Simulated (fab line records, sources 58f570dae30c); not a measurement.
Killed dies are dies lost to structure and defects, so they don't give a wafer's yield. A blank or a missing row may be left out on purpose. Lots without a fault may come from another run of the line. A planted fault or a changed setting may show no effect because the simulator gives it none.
Which tool did it? | flow berkeley_cmos170 | 13 lots, 39 wafers sampled, at 5 steps of a route of 331

WHAT THE GAUGES READ, wafer by wafer
UCB170_M1_CD_MEAS_90: target cd 700 nm. Usual: cd_nm 700 nm, standard deviation 3.1.
lot  | measured     | on        | cd_nm (nm)  | flag
L591 | day 9 05:49  | cd_sem-02 | 695 695 696 |
L594 | day 10 02:41 | cd_sem-02 | 699 699 701 |
L595 | day 10 03:00 | cd_sem-02 | 704 702 699 |
L592 | day 10 04:34 | cd_sem-02 | 698 693 690 |
L593 | day 10 04:56 | cd_sem-01 | 702 699 698 |
L597 | day 10 20:02 | cd_sem-02 | 700 700 700 |
L599 | day 11 18:11 | cd_sem-02 | 695 697 702 |
L598 | day 11 18:34 | cd_sem-01 | 703 703 702 |
L609 | day 13 23:42 | cd_sem-01 | 699 701 703 |
L610 | day 14 14:21 | cd_sem-02 | 697 696 697 |
L611 | day 14 15:44 | cd_sem-02 | 698 698 701 |
L613 | day 14 15:50 | cd_sem-02 | 700 704 702 |
L612 | day 14 18:16 | cd_sem-01 | 699 695 696 |

UCB170_M2_CD_MEAS_15: target cd 700 nm. Usual: cd_nm 700.5 nm, standard deviation 1.2.
lot  | measured     | on        | cd_nm (nm)        | flag
L591 | day 9 11:34  | cd_sem-02 | 700.6 700.3 698.9 |
L594 | day 10 12:52 | cd_sem-01 | 702.7 702.3 701.8 |
L595 | day 10 12:58 | cd_sem-02 | 699.7 700.5 701.2 |
L592 | day 10 13:25 | cd_sem-02 | 701.6 701.4 700.8 |
L593 | day 10 12:59 | cd_sem-01 | 700.4 699.7 700.2 |
L597 | day 11 05:05 | cd_sem-01 | 700.9 699.8 700.8 |
L599 | day 12 05:29 | cd_sem-02 | 699.7 699.7 699.7 |
L598 | day 12 06:12 | cd_sem-01 | 700.8 701.5 701.8 |
L609 | day 14 10:19 | cd_sem-01 | 698.5 698.4 698.8 |
L610 | day 14 22:53 | cd_sem-02 | 701.1 700.3 700.2 |
L611 | day 14 23:09 | cd_sem-02 | 699.8 700.5 700.5 |
L613 | day 15 01:07 | cd_sem-02 | 699.5 699.8 699.8 |
L612 | day 15 04:38 | cd_sem-02 | 698.3 699.3 699.5 |

WHICH TOOL RAN EACH LOT (tool, then ch and the chambers of the sampled wafers, then the start)
lot  | UCB170_M1_ETCH_11                  | UCB170_V1_ETCH_14                  | UCB170_V1_STRIP_15
L591 | rie_diel-04 ch 0,3, day 9 05:31    | rie_diel-04 ch 1,3, day 9 09:14    | plasma_asher-03 ch 0,1, day 9 09:25
L594 | rie_diel-04 ch 0,1, day 10 02:24   | rie_diel-04 ch 0,1, day 10 09:35   | plasma_asher-03 ch 0,1, day 10 09:46
L595 | rie_diel-01 ch 1,2,3, day 10 02:43 | rie_diel-03 ch 0,1, day 10 09:40   | plasma_asher-02 ch 0,1, day 10 09:51
L592 | rie_diel-04 ch 0,1,2, day 10 04:17 | rie_diel-04 ch 0,2,3, day 10 09:56 | plasma_asher-03 ch 0,1, day 10 10:09
L593 | rie_diel-01 ch 0,1,2, day 10 04:39 | rie_diel-01 ch 0,2,3, day 10 09:52 | plasma_asher-03 ch 0,1, day 10 10:03
L597 | rie_diel-02 ch 0,1,2, day 10 19:44 | rie_diel-01 ch 0,1,3, day 11 02:10 | plasma_asher-03 ch 0,1, day 11 02:21
L599 | rie_diel-01 ch 1,3, day 11 17:55   | rie_diel-03 ch 1,2, day 11 23:43   | plasma_asher-02 ch 0,1, day 11 23:53
L598 | rie_diel-02 ch 0,2,3, day 11 18:09 | rie_diel-01 ch 0,1,3, day 11 23:59 | plasma_asher-02 ch 0,1, day 12 00:10
L609 | rie_diel-01 ch 1,3, day 13 23:25   | rie_diel-03 ch 1,2,3, day 14 07:03 | plasma_asher-02 ch 0, day 14 07:14
L610 | rie_diel-04 ch 0,2,3, day 14 13:56 | rie_diel-03 ch 1,2,3, day 14 18:43 | plasma_asher-03 ch 0,1, day 14 18:54
L611 | rie_diel-01 ch 0,1,3, day 14 15:18 | rie_diel-04 ch 1,3, day 14 19:16   | plasma_asher-03 ch 0,1, day 14 19:26
L613 | rie_diel-04 ch 0,1,2, day 14 15:34 | rie_diel-03 ch 0,2,3, day 14 20:36 | plasma_asher-01 ch 0,1, day 14 20:47
L612 | rie_diel-04 ch 1,2,3, day 14 17:49 | rie_diel-01 ch 0,3, day 14 23:06   | plasma_asher-02 ch 0,1, day 14 23:19
- UCB170_M1_ETCH_11: etches BARC in N2/H2.
- UCB170_V1_ETCH_14: etches SiO2 in CHF3/CF4/Ar, stops on Al, target depth 1250 nm, time 291 s.
- UCB170_V1_STRIP_15: strips in O2.

WHAT THE TOOLS THEMSELVES READ (means of the sampled wafers that have a number; where no wafer has one, the mark that the record gives instead)
UCB170_M1_ETCH_11. Usual: drypump_motor_current_A 5.7 A, standard deviation 0.45; oes_product_au 0.997 a.u., standard deviation 0.024; throttle_valve_pct 13.31 %, standard deviation 0.11.
lot  | tool        | drypump_motor_current_A (A) | oes_product_au (a.u.) | throttle_valve_pct (%) | flag
L591 | rie_diel-04 | 6.3                         | 0.988                 | 13.27                  |
L594 | rie_diel-04 | 6.1                         | 0.982                 | 13.34                  |
L595 | rie_diel-01 | 5.5                         | 0.986                 | 13.33                  |
L592 | rie_diel-04 | 6.0                         | 0.989                 | 13.30                  |
L593 | rie_diel-01 | 5.4                         | 0.989                 | 13.30                  |
L597 | rie_diel-02 | 5.2                         | 1.009                 | 13.32                  |
L599 | rie_diel-01 | 5.5                         | 0.969                 | 13.35                  |
L598 | rie_diel-02 | 5.2                         | 1.003                 | 13.40                  |
L609 | rie_diel-01 | 5.5                         | 0.971                 | 13.36                  |
L610 | rie_diel-04 | 6.1                         | 1.002                 | 13.27                  |
L611 | rie_diel-01 | 5.6                         | 0.991                 | 13.33                  |
L613 | rie_diel-04 | 6.0                         | 0.999                 | 13.30                  |
L612 | rie_diel-04 | 6.1                         | 0.980                 | 13.27                  |

UCB170_V1_ETCH_14. Usual: drypump_motor_current_A 5.7 A, standard deviation 0.46; oes_product_au 0.876 a.u., standard deviation 0.0098; throttle_valve_pct 6.97 %, standard deviation 0.07.
lot  | tool        | drypump_motor_current_A (A) | oes_product_au (a.u.) | throttle_valve_pct (%) | flag
L591 | rie_diel-04 | 6.3                         | 0.864                 | 6.96                   |
L594 | rie_diel-04 | 6.0                         | 0.877                 | 7.03                   |
L595 | rie_diel-03 | 6.1                         | 0.870                 | 6.94                   |
L592 | rie_diel-04 | 6.1                         | 0.877                 | 6.96                   |
L593 | rie_diel-01 | 5.6                         | 0.885                 | 6.95                   |
L597 | rie_diel-01 | 5.6                         | 0.876                 | 6.95                   |
L599 | rie_diel-03 | 5.5                         | 0.877                 | 7.07                   |
L598 | rie_diel-01 | 5.7                         | 0.878                 | 6.93                   |
L609 | rie_diel-03 | 5.4                         | 0.878                 | 7.00                   |
L610 | rie_diel-03 | 5.4                         | 0.877                 | 7.01                   |
L611 | rie_diel-04 | 6.3                         | 0.858                 | 6.97                   |
L613 | rie_diel-03 | 5.4                         | 0.877                 | 7.02                   |
L612 | rie_diel-01 | 5.8                         | 0.878                 | 6.92                   |

UCB170_V1_STRIP_15. Usual: drypump_motor_current_A 5.9 A, standard deviation 0.33; oes_product_au 0.722 a.u., standard deviation 0.0048; strip_time_to_endpoint_s 15.35 s, standard deviation 0.2.
lot  | tool            | drypump_motor_current_A (A) | oes_product_au (a.u.) | strip_time_to_endpoint_s (s) | flag
L591 | plasma_asher-03 | 5.9                         | 0.719                 | 15.43                        |
L594 | plasma_asher-03 | 5.9                         | 0.723                 | 15.33                        |
L595 | plasma_asher-02 | 5.8                         | 0.715                 | 14.85                        |
L592 | plasma_asher-03 | 6.2                         | 0.723                 | 15.43                        |
L593 | plasma_asher-03 | 5.9                         | 0.722                 | 15.39                        |
L597 | plasma_asher-03 | 5.9                         | 0.726                 | 15.38                        |
L599 | plasma_asher-02 | 5.8                         | 0.724                 | 15.44                        |
L598 | plasma_asher-02 | 5.7                         | 0.722                 | 14.92                        |
L609 | plasma_asher-02 | 5.9                         | 0.722                 | 15.31                        |
L610 | plasma_asher-03 | 5.9                         | 0.725                 | 15.24                        |
L611 | plasma_asher-03 | 6.1                         | 0.719                 | 15.60                        |
L613 | plasma_asher-01 | 5.5                         | 0.721                 | 15.25                        |
L612 | plasma_asher-02 | 5.8                         | 0.719                 | 15.32                        |

THE ANSWER, worked out from the rows above alone
Rule: a lot is off if the mean of its wafers that have a number lies more than 3 standard deviations from the usual mean. A lot without any number at a reading at which 4 lots or more have one is off too. The other lots that the step has rows for count as sound. The gauges are gone through in route order, then the tools' own readings, and for those a lot's mean is taken as printed above. The first step at which some lot is off is used, and at that step the reading that is off furthest; a lot without a number counts as furthest.
No lot is off at any reading shown: from this, nothing can be told.

WHAT THE SIMULATOR HAD PUT IN
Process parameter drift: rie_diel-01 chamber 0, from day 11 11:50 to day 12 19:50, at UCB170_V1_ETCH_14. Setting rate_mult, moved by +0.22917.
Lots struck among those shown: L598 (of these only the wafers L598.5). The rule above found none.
